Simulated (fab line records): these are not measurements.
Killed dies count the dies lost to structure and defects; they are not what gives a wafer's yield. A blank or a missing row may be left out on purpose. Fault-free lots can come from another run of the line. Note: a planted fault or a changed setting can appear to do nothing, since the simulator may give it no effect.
Which tool is to blame?    flow ritCmos    7 lots, 21 wafers sampled, at 2 steps of a route of 202

## WHAT THE GAUGES READ, wafer by wafer
RIT_NWELL_TW_MEAS_10.
lot   measured     on            NWELL_TW
L678  day 2 03:58  filmMetro-03  2153 2148 2141
L681  day 2 18:32  filmMetro-02  2123 2121 2118
L683  day 3 05:21  filmMetro-03  2149 2161 2128
L686  day 3 19:06  filmMetro-04  2148 2149 2152
L694  day 5 13:00  filmMetro-04  2263 2279 2267 2276 2267 2257
L698  day 6 08:23  filmMetro-02  2161 2158 2144
L700  day 6 18:20  filmMetro-04  2153 2154 2150

## WHAT TOOL EACH LOT RAN ON (gives the tool, then ch and the chambers of the sampled wafers, and finally the start)
lot   RIT_NWELL_IMPLANT_08
L678  implanter-04 ch 0, day 2 03:41
L681  implanter-01 ch 0, day 2 18:14
L683  implanter-04 ch 0, day 3 05:02
L686  implanter-01 ch 0, day 3 18:47
L694  implanter-01 ch 0, day 5 12:43
L698  implanter-02 ch 0, day 6 08:03
L700  implanter-02 ch 0, day 6 18:04
- RIT_NWELL_IMPLANT_08

## THE ANSWER, worked out from the rows above alone
Rule: usual is defined by the lots themselves. Put in order of their means at a reading, lots are off if they are a third of the lots or fewer, leave a main group of 4 or more, and stand apart from it by a gap of 3 or more times the standard deviation of the main group's means; of several such gaps the widest counts. The tables above print the reading to a certain number of digits; a main group whose means all agree to those digits is not used. Also off: a lot with no number at a reading for which 4 or more lots have one. All remaining lots with rows at the step are treated as sound.
Off: L694, at RIT_NWELL_TW_MEAS_10 (NWELL_TW). Mean 2145 and standard deviation 11 in the main group.
If a tool, at a process step before that reading, ran all the lots that are off and no sound lot after the first of them, it fits. The gauges at RIT_NWELL_TW_MEAS_10 are tried like those tools. One fits: implanter-01 at RIT_NWELL_IMPLANT_08. A fault onset in the window from L686 (day 3 18:47, its last sound lot) to L694 (day 5 12:43, its first lot off) fits.

## WHAT THE SIMULATOR HAD INSERTED
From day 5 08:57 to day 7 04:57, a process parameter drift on implanter-01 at RIT_NWELL_IMPLANT_08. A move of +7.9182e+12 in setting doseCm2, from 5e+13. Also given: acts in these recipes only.
Shown lots that were struck: L694. The rule above reached the same finding.
